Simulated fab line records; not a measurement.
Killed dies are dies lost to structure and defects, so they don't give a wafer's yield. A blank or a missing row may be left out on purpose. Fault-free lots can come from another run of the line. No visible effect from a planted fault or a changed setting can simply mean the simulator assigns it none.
The tool behind it: which one? / flow berkeley_cmos170 / 42 wafers from 14 lots sampled at 2 of the route's 331 steps

WHAT EACH GAUGE READ, for each wafer
UCB170_NVT_TW_MEAS_09.
lot=L399; measured=day 5 03:04; on=film_metro-04; NVT_TW=524 528 525
lot=L401; measured=day 5 13:32; on=film_metro-03; NVT_TW=529 525 528
lot=L402; measured=day 5 23:37; on=film_metro-01; NVT_TW=529 530 533
lot=L404; measured=day 6 12:50; on=film_metro-04; NVT_TW=527 523 525
lot=L407; measured=day 6 22:32; on=film_metro-04; NVT_TW=526 526 525
lot=L406; measured=day 6 22:38; on=film_metro-01; NVT_TW=534 531 528
lot=L408; measured=day 6 22:53; on=film_metro-01; NVT_TW=531 530 531
lot=L409; measured=day 7 22:13; on=film_metro-01; NVT_TW=531 532 534
lot=L410; measured=day 7 22:29; on=film_metro-04; NVT_TW=525 527 524
lot=L412; measured=day 8 02:04; on=film_metro-03; NVT_TW=494 492 493
lot=L411; measured=day 8 02:22; on=film_metro-01; NVT_TW=530 533 530
lot=L413; measured=day 8 14:04; on=film_metro-04; NVT_TW=494 497 495
lot=L420; measured=day 9 18:02; on=film_metro-04; NVT_TW=522 521 523
lot=L421; measured=day 10 06:36; on=film_metro-01; NVT_TW=532 534 531

WHAT TOOL EACH LOT RAN ON (gives the tool, then ch and the chambers of the sampled wafers, and finally the start)
lot=L399; UCB170_NVT_IMPLANT_07=implanter-03 ch 0, day 5 02:50
lot=L401; UCB170_NVT_IMPLANT_07=implanter-01 ch 0, day 5 13:17
lot=L402; UCB170_NVT_IMPLANT_07=implanter-04 ch 0, day 5 23:22
lot=L404; UCB170_NVT_IMPLANT_07=implanter-01 ch 0, day 6 12:35
lot=L407; UCB170_NVT_IMPLANT_07=implanter-03 ch 0, day 6 22:18
lot=L406; UCB170_NVT_IMPLANT_07=implanter-04 ch 0, day 6 22:25
lot=L408; UCB170_NVT_IMPLANT_07=implanter-01 ch 0, day 6 22:38
lot=L409; UCB170_NVT_IMPLANT_07=implanter-01 ch 0, day 7 21:58
lot=L410; UCB170_NVT_IMPLANT_07=implanter-04 ch 0, day 7 22:15
lot=L412; UCB170_NVT_IMPLANT_07=implanter-01 ch 0, day 8 01:49
lot=L411; UCB170_NVT_IMPLANT_07=implanter-04 ch 0, day 8 02:09
lot=L413; UCB170_NVT_IMPLANT_07=implanter-01 ch 0, day 8 13:51
lot=L420; UCB170_NVT_IMPLANT_07=implanter-04 ch 0, day 9 17:47
lot=L421; UCB170_NVT_IMPLANT_07=implanter-03 ch 0, day 10 06:21
- UCB170_NVT_IMPLANT_07

WHAT THE TOOLS THEMSELVES READ (means of the sampled wafers that have a number; where no wafer has one, the mark that the record gives instead)
UCB170_NVT_IMPLANT_07.
lot=L399 tool=implanter-03 beam_energy_keV=49.995
lot=L401 tool=implanter-01 beam_energy_keV=50.010
lot=L402 tool=implanter-04 beam_energy_keV=49.990
lot=L404 tool=implanter-01 beam_energy_keV=50.010
lot=L407 tool=implanter-03 beam_energy_keV=49.998
lot=L406 tool=implanter-04 beam_energy_keV=49.995
lot=L408 tool=implanter-01 beam_energy_keV=50.013
lot=L409 tool=implanter-01 beam_energy_keV=49.996
lot=L410 tool=implanter-04 beam_energy_keV=49.994
lot=L412 tool=implanter-01 beam_energy_keV=39.854
lot=L411 tool=implanter-04 beam_energy_keV=50.016
lot=L413 tool=implanter-01 beam_energy_keV=39.896
lot=L420 tool=implanter-04 beam_energy_keV=49.992
lot=L421 tool=implanter-03 beam_energy_keV=49.989

THE ANSWER, worked out from the rows above alone
Rule: usual is defined by the lots themselves. Put in order of their means at a reading, lots are off if they are a third of the lots or fewer, leave a main group of 4 or more, and stand apart from it by a gap of 3 or more times the standard deviation of the main group's means; of several such gaps the widest counts. If all means in a main group match to the digits the tables above print for the reading, that group is not used. Also off: a lot with no number at a reading for which 4 or more lots have one. All remaining lots with rows at the step are treated as sound. The gauges are gone through in route order, then the tools' own readings, and for those a lot's mean is taken as printed above. At the first step where some lot is off, the reading lying furthest off is the one used; lots without a number count as furthest.
Off: at UCB170_NVT_TW_MEAS_09 (NVT_TW), L412, L413. Mean 528 and standard deviation 3.3 in the main group.
A tool fits if, at a process step before that reading, it ran every lot that is off, and no sound lot after the first of them. The gauges at UCB170_NVT_TW_MEAS_09 aren't tried: what is off there is off at UCB170_NVT_IMPLANT_07 too, on other tools, and a gauge's error can't cause that. One fits: implanter-01 at UCB170_NVT_IMPLANT_07. A fault onset in the window from L409 (day 7 21:58, its last sound lot) to L412 (day 8 01:49, its first lot off) fits.
On the lots that are off, the tool's own readings at UCB170_NVT_IMPLANT_07 differ by more than 5 times the standard deviation of the sound lots' means, which bears it out; beam_energy_keV reads 39.875 there versus 50.000 on the sound lots.

WHAT WAS PUT IN BY THE SIMULATOR
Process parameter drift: implanter-01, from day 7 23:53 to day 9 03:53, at UCB170_NVT_IMPLANT_07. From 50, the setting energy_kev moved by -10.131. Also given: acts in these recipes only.
Shown lots that were struck: L412, L413. The rule given above showed the same thing.
